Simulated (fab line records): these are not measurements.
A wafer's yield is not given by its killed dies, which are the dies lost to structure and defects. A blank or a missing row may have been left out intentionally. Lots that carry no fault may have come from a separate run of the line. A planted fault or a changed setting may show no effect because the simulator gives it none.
Which tool was responsible? ; flow berkeleyCmos170 ; 13 lots with 39 wafers sampled at 4 steps, on a route of 331 steps

## WHAT THE GAUGES SHOWED, per wafer
UCB170_NLDD_CD_MEAS_06 targets a cd of 1200 nm. Usual: cdNm reads 1200.0 nm (standard deviation 1.4).
lot;measured;on;cdNm (nm);flag
L670;day 7 16:19;cdSem-01;1200.0 1200.9 1201.3;
L673;day 8 07:29;cdSem-01;1199.7 1199.6 1199.3;
L674;day 8 17:13;cdSem-01;1198.8 1199.4 1199.6;
L677;day 9 03:05;cdSem-01;1199.4 1199.9 1198.9;
L680;day 9 18:11;cdSem-02;1200.8 1200.4 1199.7;
L682;day 10 05:40;cdSem-01;1200.4 1200.0 1200.2;
L683;day 10 07:18;cdSem-01;1198.8 1200.7 1200.9;
L686;day 11 05:04;cdSem-02;1200.8 1200.7 1201.3;
L687;day 11 05:10;cdSem-02;1197.7 1196.6 1197.6;
L689;day 11 12:41;cdSem-02;1198.4 1198.8 1197.3;
L690;day 12 14:24;cdSem-02;1200.2 1199.3 1201.0;
L691;day 12 14:47;cdSem-01;1199.3 1199.4 1200.4;
L692;day 12 15:39;cdSem-02;1199.5 1200.0 1199.4;

UCB170_PSD_CD_MEAS_06 targets a cd of 1200 nm. Usual: cdNm reads 1200.1 nm (standard deviation 1.3).
lot;measured;on;cdNm (nm);flag
L670;day 8 00:34;cdSem-01;1202.6 1201.2 1201.8;
L673;day 8 16:28;cdSem-02;1199.8 1199.3 1199.1;
L674;day 9 00:52;cdSem-02;1198.3 1196.8 1198.1;
L677;day 9 11:42;cdSem-02;1200.0;
L680;day 10 01:29;cdSem-02;1198.3 1198.3 1199.4;
L682;day 10 14:19;cdSem-02;1200.6 1199.8 1201.1;
L683;day 10 14:38;cdSem-01;1198.6 1201.1 1199.6;
L686;day 11 13:17;cdSem-01;1197.8 1198.7 1198.6;
L687;day 11 13:31;cdSem-01;1200.9 1198.6 1201.2;
L689;day 11 20:28;cdSem-01;1200.0 1199.0 1199.8;
L690;day 12 21:23;cdSem-02;1199.8 1201.6 1201.3;
L691;day 12 21:11;cdSem-01;1198.9 1199.9 1199.5;
L692;day 12 21:28;cdSem-01;1201.5 1201.5 1201.1;

## EACH LOT AND THE TOOL THAT RAN IT (in order: tool; ch and the chambers of the sampled wafers; start)
lot;UCB170_PLDD_STRIP_10;UCB170_SPACER_ETCHBACK_03
L670;plasmaAsher-03 ch 0,1, day 7 14:17;rieDiel-01 ch 0,2,3, day 7 23:08
L673;plasmaAsher-01 ch 0,1, day 8 06:10;rieDiel-01 ch 1,2,3, day 8 15:10
L674;plasmaAsher-03 ch 0,1, day 8 16:02;rieDiel-01 ch 0,1,2, day 8 23:37
L677;plasmaAsher-04 ch 0,1, day 9 01:09;rieDiel-01 ch 1,2, day 9 10:07
L680;plasmaAsher-01 ch 0,1, day 9 16:29;rieDiel-02 ch 0,2,3, day 9 23:30
L682;plasmaAsher-01 ch 0,1, day 10 04:21;rieDiel-04 ch 0,2,3, day 10 12:15
L683;plasmaAsher-03 ch 0,1, day 10 04:59;rieDiel-02 ch 0,1,2, day 10 12:15
L686;plasmaAsher-03 ch 0,1, day 11 03:41;rieDiel-02 ch 0,3, day 11 11:11
L687;plasmaAsher-04 ch 0,1, day 11 04:00;rieDiel-04 ch 0,3, day 11 11:11
L689;plasmaAsher-03 ch 0,1, day 11 10:44;rieDiel-04 ch 0,1,2, day 11 19:26
L690;plasmaAsher-01 ch 0,1, day 12 12:29;rieDiel-04 ch 0,2,3, day 12 19:53
L691;plasmaAsher-03 ch 0,1, day 12 12:34;rieDiel-01 ch 0,2,3, day 12 19:53
L692;plasmaAsher-01 ch 0,1, day 12 13:07;rieDiel-01 ch 1,2,3, day 12 19:57
- UCB170_PLDD_STRIP_10: strips in O2.
- UCB170_SPACER_ETCHBACK_03: etches SiO2 in CHF3/CF4/Ar, stops on Si, target depth 376 nm, time 100 s.

## AS READ BY THE TOOLS THEMSELVES (means over the sampled wafers that have a number; for cases with no such wafer, the mark the record gives instead)
UCB170_PLDD_STRIP_10. Usual: drypumpMotorCurrentA 5.47 A, standard deviation 0.14; oesProductAu 0.735 a.u., standard deviation 0.0045; stripTimeToEndpointS 21.88 s, standard deviation 0.064.
lot;tool;drypumpMotorCurrentA (A);oesProductAu (a.u.);stripTimeToEndpointS (s);flag
L670;plasmaAsher-03;5.48;0.738;21.80;
L673;plasmaAsher-01;5.42;0.735;21.89;
L674;plasmaAsher-03;5.47;0.732;21.92;
L677;plasmaAsher-04;5.71;0.734;21.82;
L680;plasmaAsher-01;5.43;0.733;21.91;
L682;plasmaAsher-01;5.43;0.739;21.91;
L683;plasmaAsher-03;5.45;0.733;21.83;
L686;plasmaAsher-03;5.45;0.736;21.85;
L687;plasmaAsher-04;5.59;0.734;22.00;
L689;plasmaAsher-03;5.44;0.732;21.85;
L690;plasmaAsher-01;5.41;0.736;21.87;
L691;plasmaAsher-03;5.41;0.732;21.92;
L692;plasmaAsher-01;5.42;0.733;21.85;

UCB170_SPACER_ETCHBACK_03. Usual: drypumpMotorCurrentA 5.6 A, standard deviation 0.36; oesProductAu 0.908 a.u., standard deviation 0.018; runLengthS 128.2 s, standard deviation 0.48; throttleValvePct 6.44 %, standard deviation 0.086.
lot;tool;drypumpMotorCurrentA (A);oesProductAu (a.u.);runLengthS (s);throttleValvePct (%);flag
L670;rieDiel-01;5.4;0.904;127.9;6.43;
L673;rieDiel-01;5.7;0.899;127.8;6.37;
L674;rieDiel-01;5.6;0.891;127.8;6.45;
L677;rieDiel-01;5.5;0.967;101.4;6.40;OFF
L680;rieDiel-02;5.6;0.908;128.5;6.36;
L682;rieDiel-04;5.8;0.928;128.5;6.46;
L683;rieDiel-02;5.5;0.915;127.9;6.41;
L686;rieDiel-02;5.7;0.904;128.8;6.35;
L687;rieDiel-04;5.7;0.938;128.5;6.44;
L689;rieDiel-04;5.5;0.903;128.5;6.52;
L690;rieDiel-04;5.8;0.916;128.6;6.45;
L691;rieDiel-01;5.4;0.900;127.6;6.43;
L692;rieDiel-01;5.7;0.910;127.9;6.39;

## THE ANSWER, worked out from the rows above alone
Rule: a lot is off if the mean of its wafers that have a number lies more than 3 standard deviations from the usual mean. A lot without any number at a reading at which 4 lots or more have one is off too. Any other lot the step has rows for is counted as sound. First the gauges in route order, then the tools' own readings, where a lot's mean is used as printed above. The first step at which some lot is off is used, and at that step the reading that is off furthest; a lot without a number counts as furthest.
Off at UCB170_SPACER_ETCHBACK_03 (runLengthS): L677.
If a tool, at that step or one of the process steps before it, ran each lot that is off and ran no sound lot following the first of them, it fits. Not one of the candidates tried fits.

## WHAT HAD BEEN PUT IN BY THE SIMULATOR
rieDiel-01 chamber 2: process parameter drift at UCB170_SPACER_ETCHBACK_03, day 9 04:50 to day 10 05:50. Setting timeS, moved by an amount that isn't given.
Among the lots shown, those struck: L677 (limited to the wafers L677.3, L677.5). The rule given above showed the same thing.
